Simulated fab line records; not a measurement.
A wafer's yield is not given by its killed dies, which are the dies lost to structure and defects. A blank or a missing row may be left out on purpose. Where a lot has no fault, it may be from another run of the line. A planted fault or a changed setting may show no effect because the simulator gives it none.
Which tool was responsible? ; flow ritCmos ; 8 lots, 24 wafers sampled, at 2 steps of a route of 202

== WHAT THE GAUGES SHOWED, per wafer ==
RIT_ACTIVE_THK_MEAS_02.
lot;measured;on;ACTIVE_OXIDE_THK (nm)
L752;day 1 17:46;filmMetro-04;46.7 46.3 46.7
L755;day 2 08:35;filmMetro-02;46.9 46.6 47.4
L757;day 2 19:20;filmMetro-04;47.1 46.4 46.7
L759;day 3 04:45;filmMetro-02;45.8 46.7 46.6
L761;day 3 14:18;filmMetro-03;46.2 46.4 46.6
L764;day 4 07:36;filmMetro-02;37.0 36.9 37.0
L766;day 4 19:05;filmMetro-03;37.7 37.1 38.0
L768;day 5 02:51;filmMetro-02;46.6 46.2 47.2

== TOOL THAT RAN EACH LOT (tool first, then ch and the chambers of the sampled wafers, then the start) ==
lot;RIT_ACTIVE_OXIDATION_01
L752;furnace-01 ch 0, day 1 15:49
L755;furnace-03 ch 0, day 2 06:40
L757;furnace-04 ch 0, day 2 17:23
L759;furnace-01 ch 0, day 3 02:49
L761;furnace-03 ch 0, day 3 12:21
L764;furnace-03 ch 0, day 4 05:40
L766;furnace-03 ch 0, day 4 17:10
L768;furnace-04 ch 0, day 5 00:54
- RIT_ACTIVE_OXIDATION_01: target thk 46.8 nm, ox time 3360 s.

== THE ANSWER, worked out from the rows above alone ==
Rule: what is usual is taken from the lots themselves. The widest of any qualifying gaps counts: lots, ordered by their means at a reading, are off when they make up no more than a third of the lots, leave a main group of 4 or more, and stand apart from it by 3 or more times the standard deviation of that group's means. If all means in a main group match to the digits the tables above print for the reading, that group is not used. Also off: a lot with no number at a reading for which 4 or more lots have one. Where the step has rows for the other lots, those lots are counted as sound.
Off: at RIT_ACTIVE_THK_MEAS_02 (ACTIVE_OXIDE_THK), L764, L766. Mean 46.6 nm and standard deviation 0.2 in the main group.
If a tool, at a process step before that reading, ran all the lots that are off and no sound lot after the first of them, it fits. Gauges at RIT_ACTIVE_THK_MEAS_02: tried the same way as those tools. One candidate fits, namely furnace-03 at RIT_ACTIVE_OXIDATION_01. A fault onset in the window from L761 (day 3 12:21, its last sound lot) to L764 (day 4 05:40, its first lot off) fits.

== WHAT THE SIMULATOR HAD INSERTED ==
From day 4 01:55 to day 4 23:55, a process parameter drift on furnace-03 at RIT_ACTIVE_OXIDATION_01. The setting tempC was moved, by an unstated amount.
Struck lots among those shown: L764, L766. The same result came from the rule above.
